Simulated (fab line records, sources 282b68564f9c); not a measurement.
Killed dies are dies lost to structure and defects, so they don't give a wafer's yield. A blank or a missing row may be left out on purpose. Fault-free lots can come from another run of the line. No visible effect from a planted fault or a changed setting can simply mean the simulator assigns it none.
A lot that was struck, set against a sound lot | flow rit_cmos | 17 steps out of a route of 202
Sound: these wafers, L653.2, L653.4, L653.6. Wafers L654.1, L654.3, L654.5 were the ones struck. At the end, the cause is stated.
Order at every step that has rows: each side's tool, ch and its chambers, its first start. Under that, the readings that differ: sound wafers | struck wafers | difference of the means | sigmas: that difference in standard deviations of wafers without a fault.
alike: readings with means less than 2 such deviations apart, plus words and numbers identical on both sides. not compared: withheld readings, readings lacking a value on some wafer, bounds such as >300 that could conceal the same value, and numbers that have no deviation in the record and whose values overlap.
The two part at a step that has a row with sigmas, a row that says differs or no value, or rows on one side only. When numbers do not overlap yet have no deviation, they are printed without sigmas and do not part them. Lack of a reading on every wafer of one side parts them only where that side has two or more wafers.

first, 4 steps without rows for these wafers: RIT_NWELL_SOFTBAKE_02 (time 60 s); RIT_NWELL_EXPOSE_03 (exposes mask M2, target cd 43900 nm); RIT_NWELL_PEB_04; RIT_NWELL_DEVELOP_05 (develop time 68 s).
RIT_NWELL_OVL_MEAS_06:
  struck on overlay-01, day 6 12:25; sound on overlay-01, day 6 08:37
  alike: NWELL_OVL
then, 2 steps without rows for these wafers: RIT_NWELL_HARDBAKE_07 (time 120 s); RIT_NWELL_IMPLANT_08.
RIT_NWELL_STRIP_09: strips in O2, time 180 s.
  sound on plasma_asher-04 ch 0,1, day 6 09:25; struck on plasma_asher-02 ch 1, day 6 12:52
  reading                     | sound       | struck      | difference | sigmas
  drypump_motor_current_A (A) | 5.5 5.5 4.9 | 6.4 6.4 6.4 | +1.1       | +2
  alike: rf_refl_power_W
  not compared: rf_hours_counter_h
RIT_NWELL_TW_MEAS_10:
  struck on film_metro-04, day 6 13:02; sound on film_metro-03, day 6 09:37
  alike: NWELL_TW
then, 3 steps without rows for these wafers: RIT_PWELL_HMDS_00 (prime time 60 s); RIT_PWELL_COAT_01 (resist thk 1300 nm); RIT_PWELL_SOFTBAKE_02 (time 60 s).
RIT_PWELL_EXPOSE_03: exposes mask M3, target cd 43700 nm.
  sound on iline_stepper-02 ch 0, day 6 10:15; struck on iline_stepper-01 ch 0, day 6 13:40
  reading                       | sound                   | struck            | difference | sigmas
  model.PWELL.overlay_x_nm (nm) | -0.1283 -0.1283 -0.1283 | 240.7 240.7 240.7 | +240.8     |
  alike: mask
then, 2 steps without rows for these wafers: RIT_PWELL_PEB_04; RIT_PWELL_DEVELOP_05 (develop time 68 s).
RIT_PWELL_OVL_MEAS_06:
  struck on overlay-02, day 6 14:31; sound on overlay-02, day 6 10:40
  reading        | sound         | struck            | difference | sigmas
  PWELL_OVL (nm) | -0.5 -0.8 0.7 | 240.1 240.3 240.0 | +240.3     | +99 or more
  not compared: hold
RIT_M1_PROBE_99:
  the record holds rows for the sound wafers here (prober-02, day 7 22:30) but none for the struck ones

WHERE THEY PART
First at RIT_NWELL_STRIP_09; last, within this record, at RIT_M1_PROBE_99.

WHY: what had been put in by the simulator
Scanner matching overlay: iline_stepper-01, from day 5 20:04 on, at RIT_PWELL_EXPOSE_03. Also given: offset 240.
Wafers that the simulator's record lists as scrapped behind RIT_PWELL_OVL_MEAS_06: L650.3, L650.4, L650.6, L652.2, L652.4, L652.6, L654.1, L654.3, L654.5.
